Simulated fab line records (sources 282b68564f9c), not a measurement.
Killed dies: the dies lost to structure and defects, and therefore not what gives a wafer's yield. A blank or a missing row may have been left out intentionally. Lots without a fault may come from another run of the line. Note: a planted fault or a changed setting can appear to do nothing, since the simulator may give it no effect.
The tool behind it: which one? | flow rit cmos | Sampling: 14 lots, 42 wafers, 5 of 202 route steps

== WHAT THE GAUGES READ, wafer by wafer ==
RIT_ACTIVE_THK_MEAS_02.
lot  | measured    | on            | ACTIVE_OXIDE_THK (nm)
L108 | day 1 17:04 | film metro-04 | 45.9 45.6 45.0
L109 | day 1 22:51 | film metro-01 | 45.6 46.8 46.5
L110 | day 2 04:55 | film metro-04 | 50.7 51.4 52.1 50.8 51.5 52.1
L111 | day 2 09:31 | film metro-04 | 53.8 54.0 53.5 53.8 54.0 53.4
L119 | day 4 00:52 | film metro-01 | 45.8 46.1 46.1
L120 | day 4 05:03 | film metro-01 | 45.1 45.6 45.4
L121 | day 4 10:04 | film metro-01 | 45.8 46.0 45.2
L122 | day 4 16:00 | film metro-01 | 46.6 45.7 46.6
L124 | day 5 01:03 | film metro-04 | 47.0 47.7 47.0
L125 | day 5 06:03 | film metro-04 | 46.2 46.5 47.5
L126 | day 5 11:04 | film metro-02 | 48.0 48.7 48.3
L128 | day 5 21:49 | film metro-02 | 45.6 46.5 46.2
L129 | day 6 02:04 | film metro-02 | 46.0 46.3 46.1
L130 | day 6 07:03 | film metro-01 | 47.0 47.5 46.6

RIT_ACTIVE_THK_MEAS_04.
lot  | measured    | on            | ACTIVE_NITRIDE_THK (nm)
L108 | day 1 18:32 | film metro-02 | 148.2 147.9 148.2
L109 | day 2 00:20 | film metro-04 | 149.5 149.3 150.1
L110 | day 2 09:34 | film metro-04 | 147.2 147.5 148.0
L111 | day 2 14:22 | film metro-04 | 147.1 147.0 146.0
L119 | day 4 02:20 | film metro-04 | 151.7 151.3 150.2
L120 | day 4 06:32 | film metro-04 | 145.2 147.5 147.4
L121 | day 4 11:33 | film metro-04 | 149.5 150.3 150.4
L122 | day 4 18:11 | film metro-02 | 149.5 151.2 150.8
L124 | day 5 02:32 | film metro-01 | 148.9 147.2 148.7
L125 | day 5 07:32 | film metro-04 | 149.2 150.3 150.6
L126 | day 5 12:32 | film metro-02 | 152.1 151.5 151.6
L128 | day 5 23:17 | film metro-02 | 148.5 147.7 147.9
L129 | day 6 03:32 | film metro-04 | 149.2 147.9 147.3
L130 | day 6 08:32 | film metro-01 | 148.7 148.4 149.9

RIT_NRETRO_TW_MEAS_10.
lot  | measured    | on            | NRETRO_TW
L108 | day 2 13:11 | film metro-04 | 1077 1080 1076
L109 | day 2 16:41 | film metro-04 | 1070 1074 1076
L110 | day 3 06:37 | film metro-02 | 1081 1074 1078
L111 | day 3 10:12 | film metro-04 | 1066 1070 1071
L119 | day 4 19:21 | film metro-01 | 1050 1049 1049
L120 | day 5 00:34 | film metro-04 | 1082 1072 1074
L121 | day 5 05:24 | film metro-01 | 1051 1048 1054
L122 | day 5 10:53 | film metro-02 | 1068 1067 1072
L124 | day 5 18:26 | film metro-02 | 1067 1073 1070
L125 | day 6 00:31 | film metro-01 | 1052 1057 1048
L126 | day 6 05:44 | film metro-04 | 1073 1084 1071
L128 | day 6 15:39 | film metro-04 | 1068 1074 1077
L129 | day 6 20:31 | film metro-01 | 1054 1055 1052
L130 | day 7 00:26 | film metro-01 | 1044 1050 1047

== TOOL THAT RAN EACH LOT (tool first, then ch and the chambers of the sampled wafers, then the start) ==
lot  | RIT_ACTIVE_OXIDATION_01      | RIT_NWELL_STRIP_09
L108 | furnace-04 ch 0, day 1 15:07 | plasma asher-04 ch 0,1, day 2 04:16
L109 | furnace-04 ch 0, day 1 20:55 | plasma asher-03 ch 0,1, day 2 07:37
L110 | furnace-04 ch 0, day 2 02:58 | plasma asher-01 ch 0,1, day 2 19:56
L111 | furnace-04 ch 0, day 2 07:34 | plasma asher-01 ch 0,1, day 3 00:04
L119 | furnace-03 ch 0, day 3 22:55 | plasma asher-03 ch 0,1, day 4 09:59
L120 | furnace-01 ch 0, day 4 03:07 | plasma asher-04 ch 0,1, day 4 15:58
L121 | furnace-01 ch 0, day 4 08:07 | plasma asher-04 ch 0,1, day 4 20:49
L122 | furnace-01 ch 0, day 4 14:04 | plasma asher-03 ch 0,1, day 5 02:02
L124 | furnace-03 ch 0, day 4 23:07 | plasma asher-01 ch 0,1, day 5 09:50
L125 | furnace-03 ch 0, day 5 04:07 | plasma asher-01 ch 0,1, day 5 14:56
L126 | furnace-04 ch 0, day 5 09:07 | plasma asher-01 ch 0,1, day 5 20:20
L128 | furnace-01 ch 0, day 5 19:53 | plasma asher-03 ch 0,1, day 6 06:35
L129 | furnace-04 ch 0, day 6 00:07 | plasma asher-01 ch 0,1, day 6 11:02
L130 | furnace-03 ch 0, day 6 05:07 | plasma asher-04 ch 0,1, day 6 15:39
- RIT_ACTIVE_OXIDATION_01: target thk 46.8 nm, ox time 3360 s.
- RIT_NWELL_STRIP_09: strips in O2, time 180 s.

== AS READ BY THE TOOLS THEMSELVES (means over the sampled wafers that have a number; for cases with no such wafer, the mark the record gives instead) ==
RIT_ACTIVE_OXIDATION_01.
lot  | tool       | ox temp c (C) | spike tc source C (C) | tube center temp C (C) | zone power load pct (%)
L108 | furnace-04 | 1000.1        | 1026.1                | 1000.10                | 33.7
L109 | furnace-04 | 999.5         | 1024.9                | 1000.06                | 33.9
L110 | furnace-04 | 1000.4        | 1026.6                | 1000.06                | 33.9
L111 | furnace-04 | 1000.6        | 1026.7                | 999.97                 | 33.9
L119 | furnace-03 | 999.7         | 1021.9                | 999.96                 | 36.3
L120 | furnace-01 | 999.9         | 1022.8                | 1000.02                | 32.1
L121 | furnace-01 | 1000.7        | 1023.5                | 999.96                 | 31.8
L122 | furnace-01 | 1000.0        | 1023.6                | 1000.17                | 31.9
L124 | furnace-03 | 1000.0        | 1021.7                | 999.96                 | 35.9
L125 | furnace-03 | 999.8         | 1021.0                | 999.95                 | 36.2
L126 | furnace-04 | 999.8         | 1025.4                | 1000.00                | 34.0
L128 | furnace-01 | 1000.0        | 1023.7                | 1000.07                | 32.1
L129 | furnace-04 | 1000.3        | 1026.6                | 999.88                 | 33.9
L130 | furnace-03 | 1000.1        | 1021.5                | 999.94                 | 36.2

RIT_NWELL_STRIP_09.
lot  | tool            | drypump motor current A (A) | o2 flow sccm (sccm)
L108 | plasma asher-04 | 5.4                         | 3989
L109 | plasma asher-03 | 5.7                         | 4007
L110 | plasma asher-01 | 5.7                         | 4002
L111 | plasma asher-01 | 5.3                         | 3999
L119 | plasma asher-03 | 5.7                         | 4012
L120 | plasma asher-04 | 5.4                         | 4002
L121 | plasma asher-04 | 5.4                         | 3980
L122 | plasma asher-03 | 5.7                         | 4009
L124 | plasma asher-01 | 5.7                         | 3990
L125 | plasma asher-01 | 5.3                         | 4019
L126 | plasma asher-01 | 5.7                         | 3995
L128 | plasma asher-03 | 5.7                         | 3997
L129 | plasma asher-01 | 5.7                         | 4001
L130 | plasma asher-04 | 5.7                         | 4001

== THE ANSWER, worked out from the rows above alone ==
Rule: what is usual is taken from the lots themselves. The widest of any qualifying gaps counts: lots, ordered by their means at a reading, are off when they make up no more than a third of the lots, leave a main group of 4 or more, and stand apart from it by 3 or more times the standard deviation of that group's means. A main group is skipped when, at the precision printed for the reading in the tables above, its means are all equal. Also off: a lot with no number at a reading for which 4 or more lots have one. All remaining lots with rows at the step are treated as sound. Order of review: gauges by route order, followed by the tools' own readings, for which a lot's mean as printed above is used. The first step at which some lot is off is used, and at that step the reading that is off furthest; a lot without a number counts as furthest.
Off: at RIT_ACTIVE_THK_MEAS_02 (ACTIVE_OXIDE_THK), L110, L111. The main group: mean 46.4 nm, standard deviation 0.8.
If a tool, at a process step before that reading, ran all the lots that are off and no sound lot after the first of them, it fits. Gauges at RIT_ACTIVE_THK_MEAS_02: tried the same way as those tools. Not one of the candidates tried fits.

== WHAT THE SIMULATOR HAD INSERTED ==
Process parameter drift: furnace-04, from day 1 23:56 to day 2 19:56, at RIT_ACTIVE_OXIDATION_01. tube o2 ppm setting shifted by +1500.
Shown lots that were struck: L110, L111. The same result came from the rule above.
